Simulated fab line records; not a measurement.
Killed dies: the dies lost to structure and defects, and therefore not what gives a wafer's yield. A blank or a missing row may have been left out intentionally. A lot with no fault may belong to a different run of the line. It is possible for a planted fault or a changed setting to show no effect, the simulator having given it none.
Chamber matching | flow berkeley_cmos170 | 4 sister chambers for UCB170_NWELL_ETCH_13 on rie_diel-04
The step etches Si3N4 in CH3F/Ar/O2, stops on SiO2, target depth 246.4 nm, time 154 s. 4 wafers are shown with their chamber, then 9 later ones without.

== WAFERS PAIRED WITH THEIR CHAMBERS ==
wafer  | chamber | drypump_motor_current_A (A)
L929.6 | 2       | 5.6
L932.4 | 0       | 5.4
L939.2 | 1       | 6.7
L939.6 | 3       | 5.8

== WAFERS WHOSE CHAMBER IS MISSING ==
wafer  | drypump_motor_current_A (A)
L943.2 | 6.7
L943.4 | 5.3
L943.5 | 5.6
L945.1 | 5.3
L945.2 | 5.6
L945.5 | 6.7
L947.1 | 6.7
L947.3 | 5.6
L947.5 | 5.4

== WHICH CHAMBER EACH ONE RAN IN ==
wafer  | from the rows above | in truth
L943.2 | 1                   | 1
L943.4 | 0                   | 0
L943.5 | 2                   | 2
L945.1 | 0                   | 0
L945.2 | 2                   | 2
L945.5 | 1                   | 1
L947.1 | 1                   | 1
L947.3 | 2                   | 2
L947.5 | 0                   | 0
Correctly placed: 9 of 9. From these rows, 0 cannot be placed. 0 placed wrongly.
How it was worked out, from the rows above alone: a wafer's distance from a chamber is the root of the sum, over the readings, of the square of ((its reading less the chamber's mean) divided by the reading's scatter). The wafer belongs to the nearest chamber; if the next one is less than 2 further off, it can't be placed. For every chamber, the mean is computed from those of its wafers that are shown. The scatter: with one shown wafer a chamber, the root of the mean of the squares of how far each hidden wafer lies from its nearest shown one.
